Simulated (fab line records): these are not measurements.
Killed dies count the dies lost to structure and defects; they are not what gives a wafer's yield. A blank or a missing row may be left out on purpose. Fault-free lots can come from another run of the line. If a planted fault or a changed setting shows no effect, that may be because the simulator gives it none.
Lot-split experiment / flow berkeley_cmos170 / 23 wafers read across 5 lots, on a route 331 steps long

## THE SPLIT
At UCB170_V1_EXPOSE_09 (exposes mask VIA1, target cd 700 nm), the setting dose_mj was moved away from the recipe's 37 on 10 of the 23 wafers read, by -6.7% to +2.5%. All remaining wafers had this setting at the recipe value.

## FROM THE SPLIT TO THE READING: what the file shows between them, 5 steps
- UCB170_V1_PEB_10
- UCB170_V1_DEVELOP_11: develop time 45 s
- UCB170_V1_CD_MEAS_12: target cd 700 nm
- UCB170_V1_ETCH_14: etches SiO2 in CHF3/CF4/Ar, stops on Al, target depth 1250 nm, time 291 s
- UCB170_V1_STRIP_15: strips in O2 (also split here: pressure_mtorr)

## THE READING
cd_nm, in nm, at UCB170_V1_CD_MEAS_90 (target cd 700 nm). A value of 700.4 nm with a standard deviation of 1.5 nm is what fault-free wafers of this fab line usually give.

wafer=L076.1; tool, chamber at the split=krf_scanner-02, 0; dose_mj as run=37.79; against the recipe=+2.1%; cd_nm, nm=704.6; against lot-mates on the recipe=+4.1
wafer=L076.2; tool, chamber at the split=krf_scanner-02, 0; dose_mj as run=37.79; against the recipe=+2.1%; cd_nm, nm=703.2; against lot-mates on the recipe=+2.7
wafer=L076.3; tool, chamber at the split=krf_scanner-02, 0; dose_mj as run=37.79; against the recipe=+2.1%; cd_nm, nm=702.7; against lot-mates on the recipe=+2.2
wafer=L076.4; tool, chamber at the split=krf_scanner-02, 0; dose_mj as run=37; against the recipe=recipe; cd_nm, nm=701.4; against lot-mates on the recipe=-
wafer=L076.5; tool, chamber at the split=krf_scanner-02, 0; dose_mj as run=37; against the recipe=recipe; cd_nm, nm=699.7; against lot-mates on the recipe=-
wafer=L082.1; tool, chamber at the split=krf_scanner-01, 0; dose_mj as run=34.53; against the recipe=-6.7%; cd_nm, nm=687.0; against lot-mates on the recipe=-12.1
wafer=L082.2; tool, chamber at the split=krf_scanner-01, 0; dose_mj as run=37; against the recipe=recipe; cd_nm, nm=698.2; against lot-mates on the recipe=-
wafer=L082.3; tool, chamber at the split=krf_scanner-01, 0; dose_mj as run=34.53; against the recipe=-6.7%; cd_nm, nm=687.8; against lot-mates on the recipe=-11.3
wafer=L082.5; tool, chamber at the split=krf_scanner-01, 0; dose_mj as run=37; against the recipe=recipe; cd_nm, nm=700.0; against lot-mates on the recipe=-
wafer=L082.6; tool, chamber at the split=krf_scanner-01, 0; dose_mj as run=34.53; against the recipe=-6.7%; cd_nm, nm=687.0; against lot-mates on the recipe=-12.1
wafer=L085.1; tool, chamber at the split=krf_scanner-01, 0; dose_mj as run=37; against the recipe=recipe; cd_nm, nm=702.7; against lot-mates on the recipe=-
wafer=L085.3; tool, chamber at the split=krf_scanner-01, 0; dose_mj as run=35.47; against the recipe=-4.1%; cd_nm, nm=695.1; against lot-mates on the recipe=-7.1
wafer=L085.4; tool, chamber at the split=krf_scanner-01, 0; dose_mj as run=35.47; against the recipe=-4.1%; cd_nm, nm=696.4; against lot-mates on the recipe=-5.8
wafer=L085.5; tool, chamber at the split=krf_scanner-01, 0; dose_mj as run=37; against the recipe=recipe; cd_nm, nm=702.6; against lot-mates on the recipe=-
wafer=L085.6; tool, chamber at the split=krf_scanner-01, 0; dose_mj as run=37; against the recipe=recipe; cd_nm, nm=701.3; against lot-mates on the recipe=-
wafer=L084.2; tool, chamber at the split=krf_scanner-01, 0; dose_mj as run=37; against the recipe=recipe; cd_nm, nm=701.2; against lot-mates on the recipe=-
wafer=L084.3; tool, chamber at the split=krf_scanner-01, 0; dose_mj as run=37; against the recipe=recipe; cd_nm, nm=700.7; against lot-mates on the recipe=-
wafer=L084.4; tool, chamber at the split=krf_scanner-01, 0; dose_mj as run=37; against the recipe=recipe; cd_nm, nm=700.8; against lot-mates on the recipe=-
wafer=L083.1; tool, chamber at the split=krf_scanner-01, 0; dose_mj as run=37.91; against the recipe=+2.5%; cd_nm, nm=704.6; against lot-mates on the recipe=+3.8
wafer=L083.2; tool, chamber at the split=krf_scanner-01, 0; dose_mj as run=37; against the recipe=recipe; cd_nm, nm=701.9; against lot-mates on the recipe=-
wafer=L083.3; tool, chamber at the split=krf_scanner-01, 0; dose_mj as run=37; against the recipe=recipe; cd_nm, nm=699.5; against lot-mates on the recipe=-
wafer=L083.4; tool, chamber at the split=krf_scanner-01, 0; dose_mj as run=37; against the recipe=recipe; cd_nm, nm=700.9; against lot-mates on the recipe=-
wafer=L083.6; tool, chamber at the split=krf_scanner-01, 0; dose_mj as run=37.91; against the recipe=+2.5%; cd_nm, nm=706.7; against lot-mates on the recipe=+5.9

FIT RESULTS
A straight line over all 23 wafers: cd_nm changes by +1.82 nm for each +1% of dose_mj; r = +0.96; the points scatter about the line by 1.5 nm.
The same after taking each lot's own level away (the mean of its wafers on the recipe; 23 wafers): +1.72 nm for each +1%; r = +0.99; scatter 0.88 nm.
On that fit, the largest move of dose_mj shifts the reading by 11 nm.
The span of the lots' own levels, 699.10 to 702.20 nm, comes to 2.1 times the standard deviation stated above.
The two slopes agree, so the slope changes little with the lot-to-lot level.
Check: with one of the wafers moved furthest among these (-6.7%) left out of the fit, the line predicts -11.3 nm for it against its lot-mates. It came out at -12.1 nm against them.

## OTHER SPLITS APPLIED TO THESE WAFERS
Note: prior to the reading, these wafers also went through further splits. Each is held against what the fit with the lots' levels taken away leaves over:
other split on the same wafers=UCB170_SILICIDE_SPUTTER_01 time_s; wafers away from the commonest value=11; r with cd_nm (lot level and that fit taken away)=-0.36
other split on the same wafers=UCB170_CONTACT_CVD_01 ph3_flow_sccm; wafers away from the commonest value=18; r with cd_nm (lot level and that fit taken away)=-0.22
other split on the same wafers=UCB170_CONTACT_COAT_10 resist_thk_nm; wafers away from the commonest value=8; r with cd_nm (lot level and that fit taken away)=+0.04
other split on the same wafers=UCB170_V1_STRIP_15 pressure_mtorr; wafers away from the commonest value=15; r with cd_nm (lot level and that fit taken away)=+0.03

## THE WHOLE CHAIN: every reading that the file lists as answering this split, in the file's order
step=UCB170_V1_CD_MEAS_12; what it does=target cd 700 nm; reading=cd_nm; change (the file's fit)=+1.85 nm for each +1% of the setting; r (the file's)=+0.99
step=UCB170_V1_ETCH_14; what it does=etches SiO2 in CHF3/CF4/Ar, stops on Al, target depth 1250 nm, time 291 s; reading=V1.cd_nm (the simulator's own value, which no gauge read); change (the file's fit)=+1.75 nm for each +1% of the setting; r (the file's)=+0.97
step=UCB170_V1_CD_MEAS_90; what it does=target cd 700 nm; reading=cd_nm; change (the file's fit)=+1.72 nm for each +1% of the setting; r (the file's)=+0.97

## THE FILE'S OWN FIT
cd_nm changes by +1.72 nm for each +1% of dose_mj, r = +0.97.
